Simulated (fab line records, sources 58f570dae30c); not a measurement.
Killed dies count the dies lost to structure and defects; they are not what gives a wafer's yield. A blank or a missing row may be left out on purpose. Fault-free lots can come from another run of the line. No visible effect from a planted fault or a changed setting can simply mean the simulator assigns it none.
Struck lot and sound lot, side by side    flow berkeley-cmos170    15 out of 331 route steps
Sound: these wafers, L846.2, L846.3, L846.6. Wafers L858.2, L858.3, L858.5 were the ones struck. Last of all comes the cause.
At each step with rows: each side's tool, then ch and its chambers, then its first start. Under that, the readings that differ: sound wafers    struck wafers    difference of the means    sigmas: that difference in standard deviations of wafers without a fault.
alike: a reading whose means differ by less than 2 such deviations, as well as words and numbers matching on both sides. not compared: withheld readings; readings where some wafer has no value; bounds like >300 that might hide an equal value; numbers whose values overlap and for which the record gives no deviation.
Wherever a step has rows on one side only, a row that says differs or no value, or a row with sigmas, the two part there. Numbers that have no deviation but don't overlap get no sigmas and don't part them. A reading that every wafer of one side lacks parts them only if that side has two wafers or more.

UCB170_NWELL_THK_MEAS_02:
  sound on film-metro-01, day 3 19:00; struck on film-metro-01, day 6 04:29
  alike: NWELL_OXIDE_THK
then, 2 steps without rows for these wafers: UCB170_NWELL_ANNEAL_03 (time 900 s); UCB170_NWELL_CVD_04 (deposits Si3N4 from SiH2Cl2/NH3, target thk 224 nm, time 3360 s).
UCB170_NWELL_THK_MEAS_05:
  sound on film-metro-02, day 4 03:46; struck on film-metro-04, day 6 11:38
  alike: NWELL_NITRIDE_THK
then, 6 steps without rows for these wafers: UCB170_NWELL_HMDS_06 (prime time 60 s); UCB170_NWELL_COAT_07 (resist thk 900 nm); UCB170_NWELL_SOFTBAKE_08 (time 60 s); UCB170_NWELL_EXPOSE_09 (exposes mask NWELL, target cd 3000 nm); UCB170_NWELL_PEB_10; UCB170_NWELL_DEVELOP_11 (develop time 45 s).
UCB170_NWELL_OVL_MEAS_12:
  sound on overlay-01, day 4 05:01; struck on overlay-02, day 6 13:33
  alike: NWELL_OVL
UCB170_NWELL_ETCH_13: etches Si3N4 in CH3F/Ar/O2, stops on SiO2, target depth 246.4 nm, time 154 s.
  sound on rie-diel-04 ch 1,2,3, day 4 05:03; struck on rie-diel-01 ch 0,2, day 6 13:35
reading                sound              struck             difference  sigmas
oes-product-au (a.u.)  0.944 0.955 0.976  0.930 0.931 0.922  -0.031      -2
  alike: O2_flow_sccm, drypump-motor-current-A, throttle-valve-pct
  not compared: rf-hours-counter-h
UCB170_NWELL_IMPLANT_14:
  sound on implanter-04 ch 0, day 4 05:10; struck on implanter-03 ch 0, day 6 13:43
reading             sound              struck             difference  sigmas
tilt-deg (degrees)  6.991 7.029 6.996  7.402 7.382 7.422  +0.397      +17
UCB170_NWELL_STRIP_15: strips in O2.
  sound on plasma-asher-01 ch 0,1, day 4 05:18; struck on plasma-asher-04 ch 0,1, day 6 13:50
  alike: drypump-motor-current-A, o2-flow-sccm, oes-product-au, strip-time-to-endpoint-s
  not compared: rf-hours-counter-h
UCB170_M3_PROBE_99:
  rows exist in the record for the sound wafers here (prober-01, day 11 03:45), none for the struck ones

## WHERE THEY PART
Earliest at UCB170_NWELL_ETCH_13; latest, in this record, at UCB170_M3_PROBE_99.

WHY: the cause the simulator had injected
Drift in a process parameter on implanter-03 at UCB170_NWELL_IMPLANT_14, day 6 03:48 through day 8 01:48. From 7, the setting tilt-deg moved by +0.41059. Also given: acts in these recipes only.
